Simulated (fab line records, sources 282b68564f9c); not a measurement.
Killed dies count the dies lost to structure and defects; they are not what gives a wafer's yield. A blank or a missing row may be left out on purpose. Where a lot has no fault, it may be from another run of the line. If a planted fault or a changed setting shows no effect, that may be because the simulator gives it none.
Lot-split experiment -- flow rit-cmos -- 23 wafers read from 5 lots, route of 202 steps

== ON THE SPLIT ==
At RIT_NRETRO_COAT_01 (resist thk 1300 nm), the setting spin-rpm was moved away from the recipe's 2000 rpm on 8 of the 23 wafers read, by -6.3% to +4.5%. This setting was run at the recipe's value on the other wafers.

== FROM THE SPLIT TO THE READING: what the file shows between them, 3 steps ==
- RIT_NRETRO_SOFTBAKE_02: time 60 s
- RIT_NRETRO_EXPOSE_03: exposes mask M4, target cd 43900 nm
- RIT_NRETRO_DEVELOP_05: develop time 68 s

== THE READING ==
NOVOLAK_of_NRETRO_COAT_01.thk-nm (the simulator's own value, which no gauge read), in nm, at RIT_NRETRO_HARDBAKE_07 (time 120 s). The file does not state a usual value for it. Average 1136 nm, standard deviation 2.3 nm, over the 15 wafers here run with the recipe.

wafer,"tool, chamber at the split","spin-rpm as run, rpm",against the recipe,"NOVOLAK_of_NRETRO_COAT_01.thk-nm, nm",against lot-mates on the recipe
L076.1,"litho-track-01, 0",2090,+4.5%,1109,-26
L076.5,"litho-track-01, 0",2090,+4.5%,1109,-26
L076.3,"litho-track-01, 0",2000,recipe,1134,-
L076.4,"litho-track-01, 0",2000,recipe,1137,-
L076.6,"litho-track-01, 0",2090,+4.5%,1113,-22
L077.1,"litho-track-02, 0",2000,recipe,1141,-
L077.5,"litho-track-02, 0",2000,recipe,1139,-
L077.6,"litho-track-02, 0",2000,recipe,1136,-
L078.1,"litho-track-01, 0",2081,+4.0%,1111,-28
L078.2,"litho-track-01, 0",2081,+4.0%,1112,-26
L078.4,"litho-track-01, 0",2000,recipe,1138,-
L078.5,"litho-track-01, 0",2000,recipe,1139,-
L078.6,"litho-track-01, 0",2081,+4.0%,1114,-24
L081.1,"litho-track-04, 0",2000,recipe,1135,-
L081.4,"litho-track-04, 0",2000,recipe,1135,-
L081.2,"litho-track-04, 0",2000,recipe,1133,-
L081.5,"litho-track-04, 0",2000,recipe,1133,-
L081.6,"litho-track-04, 0",2000,recipe,1137,-
L085.2,"litho-track-04, 0",2000,recipe,1136,-
L085.6,"litho-track-04, 0",2000,recipe,1136,-
L085.3,"litho-track-04, 0",2000,recipe,1134,-
L085.4,"litho-track-04, 0",1874,-6.3%,1172,+37
L085.5,"litho-track-04, 0",1874,-6.3%,1169,+34

THE FIT
A straight line over all 23 wafers: NOVOLAK_of_NRETRO_COAT_01.thk-nm changes by -5.64 nm for each +1% of spin-rpm; r = -0.99; the points scatter about the line by 2.2 nm.
The same after taking each lot's own level away (the mean of its wafers on the recipe; 23 wafers): -5.79 nm for each +1%; r = -0.99; scatter 1.9 nm.
According to that fit, moving spin-rpm by its largest amount changes the reading by 36 nm.
The span of the lots' own levels, 1134.6 to 1138.7 nm, comes to 1.8 times the standard deviation stated above.
Consequently the slope shifts little with the lot-to-lot level, the two slopes agreeing.
Check: with one of the wafers moved furthest among these (-6.3%) left out of the fit, the line predicts +35.9 nm for it against its lot-mates. Against them it came out at +36.7 nm.

== ADDITIONAL SPLITS CARRIED BY THESE WAFERS ==
Before the reading, these wafers also passed through other splits. Each is held against what the fit with the lots' levels taken away leaves over:
other split on the same wafers,wafers away from the commonest value,r with NOVOLAK_of_NRETRO_COAT_01.thk-nm (lot level and that fit taken away)
RIT_ACTIVE_CVD_03 time-s,18,-0.19
RIT_ACTIVE_DEVELOP_10 develop-time-s,8,-0.46
RIT_ACTIVE_CLEAN_15 time-s,10,+0.22
RIT_FOX1_OXIDATION_00 temp-c,18,+0.00
RIT_NWELL_IMPLANT_08 energy-kev,10,+0.22
RIT_PWELL_IMPLANT_08 energy-kev,8,-0.52

== THE WHOLE CHAIN: every reading that the file lists as answering this split, in the file's order ==
step,what it does,reading,change (the file's fit),r (the file's)
RIT_NRETRO_COAT_01,resist thk 1300 nm,"NOVOLAK_of_NRETRO_COAT_01.thk-nm (the simulator's own value, which no gauge read)",-6.73 nm for each +1% of the setting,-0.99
RIT_NRETRO_HARDBAKE_07,time 120 s,"NOVOLAK_of_NRETRO_COAT_01.thk-nm (the simulator's own value, which no gauge read)",-5.79 nm for each +1% of the setting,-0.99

== FILE'S OWN FIT ==
NOVOLAK_of_NRETRO_COAT_01.thk-nm changes by -5.79 nm for each +1% of spin-rpm, r = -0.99.
